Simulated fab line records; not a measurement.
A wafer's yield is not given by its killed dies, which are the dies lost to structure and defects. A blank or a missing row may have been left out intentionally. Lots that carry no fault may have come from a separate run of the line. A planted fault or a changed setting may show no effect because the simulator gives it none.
Which tool is to blame? + flow ritCmos + 21 wafers from 7 lots sampled at 2 of the route's 202 steps

WHAT THE GAUGES READ, wafer by wafer
RIT_M1_CD_MEAS_90: target cd 2600 nm.
| lot  | measured    | on       | cdNm (nm)            |
|------|-------------|----------|----------------------|
| L692 | day 4 05:17 | cdSem-02 | 2599.8 2596.4 2597.6 |
| L694 | day 4 17:55 | cdSem-01 | 2598.0 2603.5 2597.9 |
| L696 | day 5 00:56 | cdSem-02 | - - -                |
| L698 | day 5 10:08 | cdSem-02 | - - -                |
| L703 | day 6 12:01 | cdSem-02 | 2603.3 2602.1 2605.8 |
| L705 | day 6 20:54 | cdSem-02 | 2598.9 2603.7 2600.7 |
| L709 | day 7 17:01 | cdSem-02 | 2597.7 2594.9 2595.2 |

TOOL THAT RAN EACH LOT (tool first, then ch and the chambers of the sampled wafers, then the start)
| lot  | RIT_M1_METAL_ETCH_12            |
|------|---------------------------------|
| L692 | rieMetal-04 ch 0,1, day 4 04:45 |
| L694 | rieMetal-03 ch 0,1, day 4 17:23 |
| L696 | rieMetal-02 ch 0,1, day 5 00:25 |
| L698 | rieMetal-04 ch 0,1, day 5 09:36 |
| L703 | rieMetal-03 ch 0,1, day 6 11:15 |
| L705 | rieMetal-03 ch 0,1, day 6 20:10 |
| L709 | rieMetal-02 ch 0,1, day 7 16:30 |
- RIT_M1_METAL_ETCH_12: etches Al in Cl2/BCl3, stops on SiO2, time 165 s, target depth 600 nm.

THE ANSWER, worked out from the rows above alone
Rule: the usual values come from the lots themselves. The widest of any qualifying gaps counts: lots, ordered by their means at a reading, are off when they make up no more than a third of the lots, leave a main group of 4 or more, and stand apart from it by 3 or more times the standard deviation of that group's means. If all means in a main group match to the digits the tables above print for the reading, that group is not used. Also off: a lot with no number at a reading for which 4 or more lots have one. All remaining lots with rows at the step are treated as sound.
Off, at RIT_M1_CD_MEAS_90 on cdNm: L696, L698. Without a number there: L696, L698. The main group: mean 2599.7 nm, standard deviation 2.7.
A tool fits if, at a process step before that reading, it ran every lot that is off, and no sound lot after the first of them. Gauges at RIT_M1_CD_MEAS_90: tried the same way as those tools. None of those tried fits.

WHAT THE SIMULATOR PUT IN
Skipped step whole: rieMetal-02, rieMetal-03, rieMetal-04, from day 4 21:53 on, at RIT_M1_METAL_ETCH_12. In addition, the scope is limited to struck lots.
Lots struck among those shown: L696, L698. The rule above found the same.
